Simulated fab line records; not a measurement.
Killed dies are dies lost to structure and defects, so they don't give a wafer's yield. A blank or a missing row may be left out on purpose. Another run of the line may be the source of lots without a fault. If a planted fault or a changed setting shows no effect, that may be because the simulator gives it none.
Which tool was responsible? -- flow berkeley_cmos170 -- 42 wafers from 14 lots sampled at 6 of the route's 331 steps

## WHAT THE GAUGES SHOWED, per wafer
UCB170_FIELD_THK_MEAS_90. Usual: FIELD_OXIDE_LEFT_1_THK typically reads 444 nm, with standard deviation 15.
lot,measured,on,FIELD_OXIDE_LEFT_1_THK (nm),flag
L845,day 5 11:31,film_metro-04,457 449 452,
L849,day 5 14:11,film_metro-02,435 429 437,
L848,day 5 14:14,film_metro-01,438 432 435,
L851,day 5 20:56,film_metro-01,428 436 440,
L850,day 5 20:58,film_metro-04,429 418 430,
L852,day 6 11:16,film_metro-04,431 433 430,
L859,day 7 12:20,film_metro-01,472 465 463,
L860,day 7 18:31,film_metro-02,456 458 459,
L862,day 8 06:58,film_metro-02,431 438 435,
L864,day 9 00:26,film_metro-04,475 464 462,
L868,day 9 18:19,film_metro-02,421 415 415,
L866,day 9 18:20,film_metro-04,426 440 429,
L867,day 9 18:23,film_metro-04,440 440 438,
L865,day 9 18:23,film_metro-02,440 439 448,

UCB170_SCREENOX_THK_MEAS_02. Usual: SCREENOX_OXIDE_THK typically reads 15.35 nm, with standard deviation 0.23.
lot,measured,on,SCREENOX_OXIDE_THK (nm),flag
L845,day 5 18:19,film_metro-02,15.00 15.19 15.10,
L849,day 6 01:20,film_metro-03,15.41 15.44 15.39,
L848,day 6 01:23,film_metro-01,15.14 15.18 15.37,
L851,day 6 06:24,film_metro-02,15.51 15.36 15.35,
L850,day 6 06:25,film_metro-01,15.49 15.33 15.42,
L852,day 6 20:17,film_metro-01,15.50 15.92 15.46,
L859,day 7 19:58,film_metro-02,14.83 14.81 15.08,
L860,day 8 02:52,film_metro-02,15.41 15.20 15.32,
L862,day 8 16:29,film_metro-02,15.63 15.37 15.39,
L864,day 9 11:45,film_metro-02,15.25 15.32 15.34,
L868,day 10 02:07,film_metro-02,15.45 15.45 15.44,
L866,day 10 02:08,film_metro-03,15.43 15.21 15.47,
L867,day 10 02:11,film_metro-03,15.49 15.42 15.34,
L865,day 10 02:08,film_metro-01,15.31 15.23 15.27,

UCB170_M1_RS_MEAS_01: measurement is done with a four-point probe. Usual: M1_AL_RS typically reads 0.0483 ohm/sq, with standard deviation 0.00047.
lot,measured,on,M1_AL_RS (ohm/sq),flag
L845,day 7 15:21,film_metro-03,0.0479 0.0474 0.0474,
L849,day 7 19:22,film_metro-03,0.0478 0.0477 0.0473,
L848,day 7 19:44,film_metro-02,0.0486 0.0481 0.0480,
L851,day 7 20:49,film_metro-02,0.0484 0.0485 0.0486,
L850,day 7 20:59,film_metro-01,0.0487 0.0488 0.0265,OFF
L852,day 8 15:03,film_metro-03,0.0482 0.0262 0.0486,OFF
L859,day 9 15:31,film_metro-03,0.0487 0.0477 0.0480,
L860,day 10 03:14,film_metro-02,0.0482 0.0477 0.0479,
L862,day 10 14:44,film_metro-01,0.0482 0.0491 0.0483,
L864,day 11 07:49,film_metro-03,0.0485 0.0482 0.0487,
L868,day 11 20:44,film_metro-03,0.0482 0.0489 0.0485,
L866,day 11 22:41,film_metro-03,0.0483 0.0486 0.0483,
L867,day 11 22:40,film_metro-02,0.0483 0.0478 0.0481,
L865,day 11 21:20,film_metro-02,0.0490 0.0481 0.0480,

UCB170_M1_THK_MEAS_02: measures by xrf. Usual: M1_AL_THK typically reads 602 nm, with standard deviation 5.6.
lot,measured,on,M1_AL_THK (nm),flag
L845,day 7 15:28,film_metro-03,606 610 611,
L849,day 7 19:29,film_metro-03,608 607 612,
L848,day 7 19:51,film_metro-02,598 603 606,
L851,day 7 20:56,film_metro-02,600 599 601,
L850,day 7 21:05,film_metro-01,599 595 1093,OFF
L852,day 8 15:10,film_metro-03,601 1094 596,OFF
L859,day 9 15:38,film_metro-03,597 610 609,
L860,day 10 03:21,film_metro-02,600 605 601,
L862,day 10 14:50,film_metro-01,603 598 601,
L864,day 11 07:56,film_metro-03,600 598 595,
L868,day 11 20:52,film_metro-03,603 595 598,
L866,day 11 22:47,film_metro-03,601 596 601,
L867,day 11 22:47,film_metro-02,603 607 601,
L865,day 11 21:26,film_metro-02,593 601 607,

UCB170_M1_OVL_MEAS_10. Usual: M1_OVL typically reads 7 nm, with standard deviation 5.1.
lot,measured,on,M1_OVL (nm),flag
L845,day 7 16:31,overlay-01,6 11 12,
L849,day 7 20:36,overlay-02,9 9 2,
L848,day 7 21:14,overlay-02,12 3 4,
L851,day 7 22:12,overlay-02,2 2 3,
L850,day 7 22:37,overlay-01,2 5 2,
L852,day 8 16:18,overlay-01,11 7 6,
L859,day 9 17:21,overlay-02,9 10 6,
L860,day 10 05:00,overlay-02,7 10 7,
L862,day 10 16:20,overlay-01,1 -2 -4,
L864,day 11 09:24,overlay-01,15 16 13,
L868,day 11 23:06,overlay-01,-2 7 6,
L866,day 12 01:20,overlay-01,8 7 10,
L867,day 12 01:01,overlay-02,-1 1 5,
L865,day 11 23:07,overlay-02,8 10 9,

## TOOL THAT RAN EACH LOT (tool first, then ch and the chambers of the sampled wafers, then the start)
lot,UCB170_M1_SPUTTER_00
L845,"pvd_sputter-02, day 7 15:17"
L849,"pvd_sputter-02, day 7 19:18"
L848,"pvd_sputter-01, day 7 19:40"
L851,"pvd_sputter-02, day 7 20:44"
L850,"pvd_sputter-01, day 7 20:53"
L852,"pvd_sputter-01, day 8 14:58"
L859,"pvd_sputter-03, day 9 15:27"
L860,"pvd_sputter-03, day 10 03:09"
L862,"pvd_sputter-03, day 10 14:38"
L864,"pvd_sputter-03, day 11 07:44"
L868,"pvd_sputter-01, day 11 20:41"
L866,"pvd_sputter-02, day 11 22:35"
L867,"pvd_sputter-01, day 11 22:35"
L865,"pvd_sputter-03, day 11 21:14"
- UCB170_M1_SPUTTER_00: material Al, target thk 600 nm, time 80 s.

## WHAT THE TOOLS THEMSELVES READ (means of the sampled wafers that have a number; where no wafer has one, the mark that the record gives instead)
UCB170_M1_SPUTTER_00. Usual: cathode_dc_power_W 6000.0 W, standard deviation 1.2; chamber_pressure_pa 0.5001 Pa, standard deviation 0.00099; throttle_valve_pct 30.6 %, standard deviation 0.98.
lot,tool,cathode_dc_power_W (W),chamber_pressure_pa (Pa),throttle_valve_pct (%),flag
L845,pvd_sputter-02,5999.8,0.5019,29.6,
L849,pvd_sputter-02,6000.3,0.4996,29.4,
L848,pvd_sputter-01,6000.0,0.4999,31.2,
L851,pvd_sputter-02,6000.5,0.5009,29.6,
L850,pvd_sputter-01,6000.4,0.5006,30.8,
L852,pvd_sputter-01,5999.0,0.5008,30.6,
L859,pvd_sputter-03,5999.9,0.5006,30.3,
L860,pvd_sputter-03,6000.3,0.4989,31.6,
L862,pvd_sputter-03,5998.4,0.4994,30.9,
L864,pvd_sputter-03,5999.9,0.5000,30.8,
L868,pvd_sputter-01,5999.6,0.5006,30.6,
L866,pvd_sputter-02,5999.8,0.4990,29.4,
L867,pvd_sputter-01,6000.6,0.4998,31.4,
L865,pvd_sputter-03,6000.5,0.4991,30.4,

## THE ANSWER, worked out from the rows above alone
Rule: a lot is off if the mean of its wafers that have a number lies more than 3 standard deviations from the usual mean. A lot without any number at a reading at which 4 lots or more have one is off too. All remaining lots with rows at the step are treated as sound. First the gauges in route order, then the tools' own readings, where a lot's mean is used as printed above. At the first step where some lot is off, the reading lying furthest off is the one used; lots without a number count as furthest.
Off: L850, L852, at UCB170_M1_RS_MEAS_01 (M1_AL_RS).
A tool fits if, at a process step before that reading, it ran every lot that is off, and no sound lot after the first of them. The gauges at UCB170_M1_RS_MEAS_01 are tried like those tools. None of those tried fits.

## WHAT THE SIMULATOR HAD PUT IN
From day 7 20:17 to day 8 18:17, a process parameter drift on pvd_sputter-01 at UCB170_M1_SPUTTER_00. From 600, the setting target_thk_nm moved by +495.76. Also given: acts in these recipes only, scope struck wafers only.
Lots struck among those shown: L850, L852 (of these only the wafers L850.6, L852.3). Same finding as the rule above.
